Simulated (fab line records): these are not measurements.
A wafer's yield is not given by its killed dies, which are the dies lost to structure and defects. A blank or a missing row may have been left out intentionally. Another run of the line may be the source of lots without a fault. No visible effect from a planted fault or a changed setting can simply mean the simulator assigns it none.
fab line records	flow berkeleyCmos170
record lots=6	wafers=18	lastDay=12
route steps=331 shown PVT@124 GATE@125 FIELD@126
lots that met no fault: taken from a fault-free run of the same line
startH: hours from the record's opening day to when the first of the lot's shown wafers began	waitH: how many hours have passed since the lot's step before this one	" as in the row above	L1.1+2: several wafers, shown together as one row	- no value, or no start given	* or withheld: withheld	< > ~ a bound
route shown NAME@n: names a module that has steps shown in the file, with the first one's number in the route	usual: average and standard deviation across the fault-free wafers	same: alike in all rows	chamber/n: place in a boat	sites: the reading at each site	_std_site: their standard deviation	_edge_site: the outer-site mean with the inner-site mean subtracted	radiusMm: how far each site lies from the wafer's centre	mask NAME#n: copy n	behind: tool/chamber where the wafer was last shaped	hold: what put the lot on hold/how long, in hours/how the hold closed	device: names the non-switching transistor (n, p or np)	end of line: the same wafers' tests at the end of the route	a step with no rows: only its recipe	killed: dies that structure and defects cost at the first sort, which is not the same as the wafer's yield	map: shows each die of a wafer: x if killed, . if not, _ if none is there
set.NAME: the setting that was run; set.NAME@STEP: the one run at that earlier step	model.NAME: the simulator's own value behind a step, which no gauge read
a table for each step, a row for each wafer; lots at some steps of the route
services: from which hour (startH, from the record's first day; less than 0 if before it) a tool's chamber was out of use, for how many hours, and why
## steps
# step UCB170_PVT_TW_MEAS_09
# usual PVT_TW=511/7
lot.wafer	tool	chamber	startH	waitH	PVT_TW
L844.1	filmMetro-03	-	95.91	0.1	504
L844.4	"	-	"	"	505
L844.5	"	-	"	"	506
L846.2	filmMetro-01	-	119.18	0.1	514
L846.3	"	-	"	"	512
L846.4	"	-	"	"	515
L853.3	filmMetro-01	-	161.14	0.1	521
L853.4	"	-	"	"	518
L853.5	"	-	"	"	521
L858.1	filmMetro-01	-	177.60	0.1	515
L858.4	"	-	"	"	518
L858.5	"	-	"	"	516
L862.1	filmMetro-01	-	209.04	0.1	519
L862.3	"	-	"	"	516
L862.5	"	-	"	"	519
L865.2	filmMetro-03	-	221.37	0.1	505
L865.4	"	-	"	"	503
L865.6	"	-	"	"	503
# step UCB170_GATE_WET_ETCH_00
# recipe chemistry=dHF	dilution=25:1	target=SiO2	tempC=25	timeS=200
# step UCB170_FIELD_THK_MEAS_91
# recipe reads=SiO2_of_FIELD_OXIDATION_01
# usual FIELD_OXIDE_LEFT_2_THK=380/12
lot.wafer	tool	chamber	startH	waitH	FIELD_OXIDE_LEFT_2_THK[nm]
L844.1	filmMetro-01	-	96.05	0.0	380
L844.4	"	-	"	"	371
L844.5	"	-	"	"	382
L846.2	filmMetro-03	-	120.54	0.0	360
L846.3	"	-	"	"	351
L846.4	"	-	"	"	356
L853.3	filmMetro-04	-	161.27	0.0	386
L853.4	"	-	"	"	387
L853.5	"	-	"	"	383
L858.1	filmMetro-04	-	177.76	0.0	367
L858.4	"	-	"	"	374
L858.5	"	-	"	"	384
L862.1	filmMetro-04	-	209.17	0.0	389
L862.3	"	-	"	"	387
L862.5	"	-	"	"	398
L865.2	filmMetro-01	-	221.50	0.0	385
L865.4	"	-	"	"	387
L865.6	"	-	"	"	378
# step UCB170_GATE_OXIDATION_01
# recipe tempC=850	ambient=O2	targetThkA=66	oxTimeS=1800
# step UCB170_GATE_THK_MEAS_02
# recipe reads=SiO2_of_GATE_OXIDATION_01
# usual GATE_OXIDE_THK=6.62/0.11
lot.wafer	tool	chamber	startH	waitH	GATE_OXIDE_THK[nm]
L844.1	filmMetro-03	-	100.50	0.0	6.66
L844.4	"	-	"	"	6.60
L844.5	"	-	"	"	6.56
L846.2	filmMetro-03	-	126.35	0.0	6.51
L846.3	"	-	"	"	6.48
L846.4	"	-	"	"	6.53
L853.3	filmMetro-01	-	165.34	0.0	6.61
L853.4	"	-	"	"	6.69
L853.5	"	-	"	"	6.68
L858.1	filmMetro-02	-	179.82	0.1	6.55
L858.4	"	-	"	"	6.57
L858.5	"	-	"	"	6.59
L862.1	filmMetro-03	-	212.51	0.0	6.84
L862.3	"	-	"	"	6.57
L862.5	"	-	"	"	6.67
L865.2	filmMetro-02	-	226.21	0.0	6.34
L865.4	"	-	"	"	6.50
L865.6	"	-	"	"	6.44
# step UCB170_GATE_ANNEAL_03
# recipe tempC=900	timeS=1800	ambient=N2
# step UCB170_GATE_CVD_04
# recipe material=poly-Si	tempC=610	precursor=SiH4	timeS=1440	pressureMtorr=375	targetThkNm=214	sih4FlowSccm=120
# step UCB170_GATE_THK_MEAS_05
# recipe reads=poly-Si_of_GATE_CVD_04
# usual GATE_POLY_THK=214.1/1.9
lot.wafer	tool	chamber	startH	waitH	GATE_POLY_THK[nm]
L844.1	filmMetro-02	-	105.51	0.0	214.1
L844.4	"	-	"	"	214.1
L844.5	"	-	"	"	213.5
L846.2	filmMetro-01	-	134.70	0.0	214.4
L846.3	"	-	"	"	213.7
L846.4	"	-	"	"	212.6
L853.3	filmMetro-02	-	170.09	0.0	215.8
L853.4	"	-	"	"	216.7
L853.5	"	-	"	"	215.6
L858.1	filmMetro-01	-	186.66	0.0	213.1
L858.4	"	-	"	"	212.3
L858.5	"	-	"	"	210.8
L862.1	filmMetro-03	-	222.64	0.0	213.4
L862.3	"	-	"	"	214.7
L862.5	"	-	"	"	215.4
L865.2	filmMetro-03	-	234.27	0.0	213.6
L865.4	"	-	"	"	212.5
L865.6	"	-	"	"	214.8
# step UCB170_GATE_COAT_06
# recipe resist=BARC	tempC=withheld	timeS=withheld	spinRpm=3000	resistThkNm=withheld
# step UCB170_GATE_COAT_07
# recipe resist=KrF	spinRpm=1500	resistThkNm=900
# step UCB170_GATE_SOFTBAKE_08
# recipe resist=KrF	tempC=130	timeS=60
# step UCB170_GATE_EXPOSE_09
# recipe maskId=POLY	targetCdNm=350	na=0.5	sigmaOuter=0.6	sourceShape=conventional	doseMj=21
# step UCB170_GATE_PEB_10
# recipe pebTempC=130	pebTimeS=withheld	resist=KrF
# usual heaterPowerTotalW=57.04/0.049	plateTempC=130.03/0.15
lot.wafer	tool	chamber	startH	waitH	heaterPowerTotalW	plateTempC
L844.1	lithoTrack-02	0	106.26	0.2	57.06	130.21
L844.4	"	0	"	"	56.99	130.00
L844.5	"	0	"	"	57.10	130.30
L846.2	lithoTrack-01	0	136.73	0.1	57.09	130.17
L846.3	"	0	"	"	57.04	129.84
L846.4	"	0	"	"	57.13	129.79
L853.3	lithoTrack-02	0	170.87	0.1	52.03	121.34
L853.4	"	0	"	"	52.08	121.28
L853.5	"	0	"	"	52.12	121.30
L858.1	lithoTrack-02	0	187.58	0.2	52.09	121.08
L858.4	"	0	"	"	52.10	121.16
L858.5	"	0	"	"	52.14	121.37
L862.1	lithoTrack-03	0	223.39	0.1	57.07	129.86
L862.3	"	0	"	"	57.09	130.01
L862.5	"	0	"	"	57.02	129.96
L865.2	lithoTrack-03	0	235.76	0.4	57.03	129.99
L865.4	"	0	"	"	56.91	130.17
L865.6	"	0	"	"	57.03	130.11
# step UCB170_GATE_DEVELOP_11
# recipe developer=TMAH	developTimeS=45	resist=KrF	devTempC=21
# step UCB170_GATE_CD_MEAS_12
# recipe targetCdNm=350
# usual cdNm=350.1/1.4
lot.wafer	tool	chamber	startH	waitH	cdNm
L844.1	cdSem-02	-	106.55	-	350.9
L844.4	"	-	"	"	350.8
L844.5	"	-	"	"	350.2
L846.2	cdSem-02	-	137.00	-	350.1
L846.3	"	-	"	"	350.8
L846.4	"	-	"	"	350.1
L853.3	cdSem-01	-	171.14	-	431.9
L853.4	"	-	"	"	431.5
L853.5	"	-	"	"	431.0
L858.1	cdSem-01	-	187.95	-	433.7
L858.4	"	-	"	"	433.4
L858.5	"	-	"	"	432.9
L862.1	cdSem-02	-	223.66	-	347.5
L862.3	"	-	"	"	348.6
L862.5	"	-	"	"	348.5
L865.2	cdSem-02	-	236.03	-	346.9
L865.4	"	-	"	"	348.0
L865.6	"	-	"	"	348.0
# step UCB170_GATE_OVL_MEAS_13
# usual GATE_OVL=4/5
lot.wafer	tool	chamber	startH	waitH	GATE_OVL[nm]
L844.1	overlay-01	-	106.67	0.1	-2
L844.4	"	-	"	"	-4
L844.5	"	-	"	"	3
L846.2	overlay-02	-	137.11	0.1	3
L846.3	"	-	"	"	10
L846.4	"	-	"	"	8
L853.3	overlay-01	-	171.23	0.1	4
L853.4	"	-	"	"	7
L853.5	"	-	"	"	8
L858.1	overlay-02	-	188.07	0.1	4
L858.4	"	-	"	"	11
L858.5	"	-	"	"	3
L862.1	overlay-02	-	223.78	0.1	9
L862.3	"	-	"	"	0
L862.5	"	-	"	"	2
L865.2	overlay-01	-	236.13	0.1	3
L865.4	"	-	"	"	5
L865.6	"	-	"	"	10
# step UCB170_GATE_ETCH_14
# recipe chemistry=N2/H2	targetDepthA=withheld	overetchA=withheld	target=BARC	timeS=withheld	sourceW=500	biasW=100	pressureMtorr=30	n2FlowSccm=100	h2FlowSccm=200
# usual chamberPressureMTorr=29.995/0.029	drypumpMotorCurrentA=5.8/0.38	oesProductAu=1.005/0.021	throttleValvePct=13.31/0.18
lot.wafer	tool	chamber	startH	waitH	chamberPressureMTorr	drypumpMotorCurrentA	oesProductAu	throttleValvePct
L844.1	rieDiel-02	2	106.71	0.0	29.995	6.4	1.031	12.96
L844.4	"	3	"	"	30.002	6.4	0.986	13.31
L844.5	"	1	"	"	29.987	6.3	0.999	13.19
L846.2	rieDiel-02	1	137.14	0.0	30.019	6.2	1.001	13.17
L846.3	"	3	"	"	29.996	6.4	0.977	13.31
L846.4	"	2	"	"	29.992	6.4	1.038	12.96
L853.3	rieDiel-02	2	171.25	0.0	29.900	6.4	1.022	12.98
L853.4	"	1	"	"	30.021	6.2	0.994	13.17
L853.5	"	0	"	"	30.011	5.9	1.029	13.57
L858.1	rieDiel-01	1	188.11	0.0	29.968	5.9	1.033	13.52
L858.4	"	1	"	"	30.027	5.9	1.024	13.52
L858.5	"	0	"	"	29.976	5.6	0.989	13.31
L862.1	rieDiel-04	2	223.82	0.0	29.973	5.7	1.007	13.36
L862.3	"	3	"	"	30.039	5.2	0.973	13.26
L862.5	"	2	"	"	29.964	5.7	1.023	13.35
L865.2	rieDiel-04	3	236.16	0.0	29.981	5.2	0.961	13.25
L865.4	"	0	"	"	29.961	5.2	1.009	13.11
L865.6	"	1	"	"	29.968	6.0	0.998	13.55
# step UCB170_GATE_ETCH_15
# recipe chemistry=HBr/Cl2	target=poly-Si	stopOn=SiO2	overEtchFrac=0.3	icpW=300	biasW=150	timeS=56.3	pressureMtorr=15	HBr_flow_sccm=150	Cl2_flow_sccm=50	targetDepthA=2782
# usual chamberPressureMTorr=15.002/0.015	drypumpMotorCurrentA=5.8/0.56	oesProductAu=0.824/0.017	throttleValvePct=26.56/0.28
lot.wafer	tool	chamber	startH	waitH	chamberPressureMTorr	drypumpMotorCurrentA	oesProductAu	rfHoursCounterH	throttleValvePct	model.GATE.cdNm
L844.1	rieSi-01	2	106.75	-	15.016	6.4	0.826	135	26.94	350.7
L844.4	"	0	"	"	14.989	5.3	0.813	-	26.55	349.2
L844.5	"	1	"	"	15.035	6.5	0.823	-	26.63	350.6
L846.2	rieSi-01	0	137.18	-	15.015	5.3	0.819	76	26.55	351.5
L846.3	"	3	"	"	15.007	6.0	0.819	0	26.97	349.5
L846.4	"	0	"	"	14.984	5.3	0.819	-	26.56	349.9
L853.3	rieSi-01	3	171.30	-	14.999	6.0	0.813	0	26.95	432.2
L853.4	"	0	"	"	14.976	5.3	0.823	76	26.56	432.8
L853.5	"	0	"	"	14.971	5.3	0.818	-	26.57	431.2
L858.1	rieSi-01	1	188.15	-	15.001	6.5	0.813	52	26.63	432
L858.4	"	0	"	"	14.993	5.3	0.814	76	26.55	432
L858.5	"	1	"	"	15.010	6.5	0.816	-	26.63	431.8
L862.1	rieSi-02	2	223.86	-	15.014	5.7	0.857	11	26.38	346.4
L862.3	"	0	"	"	14.999	4.8	0.806	54	26.71	348.3
L862.5	"	3	"	"	15.027	5.6	0.837	-	26.37	347.3
L865.2	rieSi-01	0	236.21	-	14.993	5.3	0.818	77	26.57	347.3
L865.4	"	1	"	"	14.985	6.5	0.824	52	26.63	347.7
L865.6	"	2	"	"	14.996	6.4	0.814	-	26.86	347.4
# step UCB170_GATE_STRIP_16
# recipe chemistry=O2	powerW=400	pressureMtorr=3500	platenTempC=withheld	o2FlowSccm=400	overashFraction=0.5
# usual chamberPressureMTorr=3500/3.2	drypumpMotorCurrentA=5.7/0.52	oesProductAu=0.724/0.0041
lot.wafer	tool	chamber	startH	waitH	chamberPressureMTorr	drypumpMotorCurrentA	oesProductAu	rfHoursCounterH
L844.1	plasmaAsher-04	0	106.80	0.0	3503	5.8	0.715	32
L844.4	"	0	"	"	3495	5.8	0.723	-
L844.5	"	1	"	"	3492	4.7	0.724	-
L846.2	plasmaAsher-03	1	137.23	0.0	3500	6.0	0.718	2
L846.3	"	0	"	"	3504	6.1	0.720	-
L846.4	"	1	"	"	3499	6.0	0.722	-
L853.3	plasmaAsher-03	1	171.38	0.1	3503	6.0	0.729	-
L853.4	"	0	"	"	3498	6.1	0.733	-
L853.5	"	0	"	"	3497	6.1	0.725	-
L858.1	plasmaAsher-04	0	188.20	0.0	3500	5.8	0.725	42
L858.4	"	1	"	"	3491	4.8	0.726	-
L858.5	"	1	"	"	3501	4.8	0.719	-
L862.1	plasmaAsher-03	1	223.91	0.0	3494	6.0	0.723	9
L862.3	"	0	"	"	3502	6.1	0.726	-
L862.5	"	1	"	"	3500	6.0	0.726	-
L865.2	plasmaAsher-04	0	236.25	0.0	3501	5.8	0.727	47
L865.4	"	0	"	"	3504	5.8	0.723	-
L865.6	"	1	"	"	3499	4.7	0.722	-
## services
tool	chamber	startH	hours	kind
rieDiel-04	3	83.60	5.3	repair
rieDiel-02	-	84.86	0.4	repair
plasmaAsher-03	-	88.67	0.8	repair
rieSi-01	3	104.50	-	clean
rieSi-01	3	104.50	24.6	scheduledDown
rieSi-01	3	104.50	24.6	ventCycle
plasmaAsher-03	-	108.80	9.0	pm
plasmaAsher-03	0	108.80	9.0	ventCycle
plasmaAsher-03	1	108.80	9.0	ventCycle
plasmaAsher-03	0	117.80	-	clean
plasmaAsher-03	-	123.99	1.6	repair
rieDiel-02	2	125.65	4.1	repair
rieDiel-04	-	127.56	1.6	repair
rieSi-01	2	129.08	-	clean
rieSi-01	2	129.08	16.9	scheduledDown
rieSi-01	2	129.08	16.9	ventCycle
rieDiel-02	-	137.97	0.4	repair
rieDiel-02	0	143.24	6.6	repair
plasmaAsher-03	-	153.40	14.6	pm
rieDiel-02	2	158.73	5.1	repair
rieDiel-04	-	163.99	2.6	repair
rieDiel-01	3	165.64	4.1	repair
plasmaAsher-03	-	194.99	2.1	repair
rieSi-02	-	197.23	0.5	repair
## key
firstSign step=UCB170_GATE_PEB_10	reading=heaterPowerTotalW	direction=down	sigmas=99+	usual=57.04	struck=52.09
effect step=UCB170_GATE_PEB_10	reading=plateTempC	direction=down	sigmas=59	usual=*	struck=*
effect step=UCB170_GATE_CD_MEAS_12	reading=cdNm	direction=up	sigmas=58	usual=350.1	struck=432.4
modelEffect step=UCB170_GATE_ETCH_15	value=GATE.cdNm	without=349.8	struck=432
metAt UCB170_GATE_PEB_10
struckWafers L853.3,L853.4,L853.5,L858.1,L858.4,L858.5
laterRowsLeftOut L853.3,L853.4,L853.5,L858.4,L858.5
sortLeftOut L853.3,L853.4,L853.5,L858.1,L858.4,L858.5
testerLeftOut L853,L858
onsetBetween 106.26 170.87
fault kind=processParameterDrift	tool=lithoTrack-02	chamber=-	onsetH=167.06	steps=UCB170_GATE_PEB_10	channel=pebTempC	offset=*	shape=step	endH=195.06	actsIn=*	stated=*
# testerLeftOut: of these lots the tester's yield and bins aren't shown, on N5 and GAA mostly nor the transistor test; their killed dies are dies lost to structure and defects alone, not to doping, threshold or leakage, so they don't give the yield
# sortLeftOut: the simulated sort isn't trusted on such a fault, so these wafers' sort isn't shown, and their yield isn't known
# laterRowsLeftOut: the simulator's readings of these wafers behind a module that went badly wrong aren't trusted and aren't shown, but for the sort
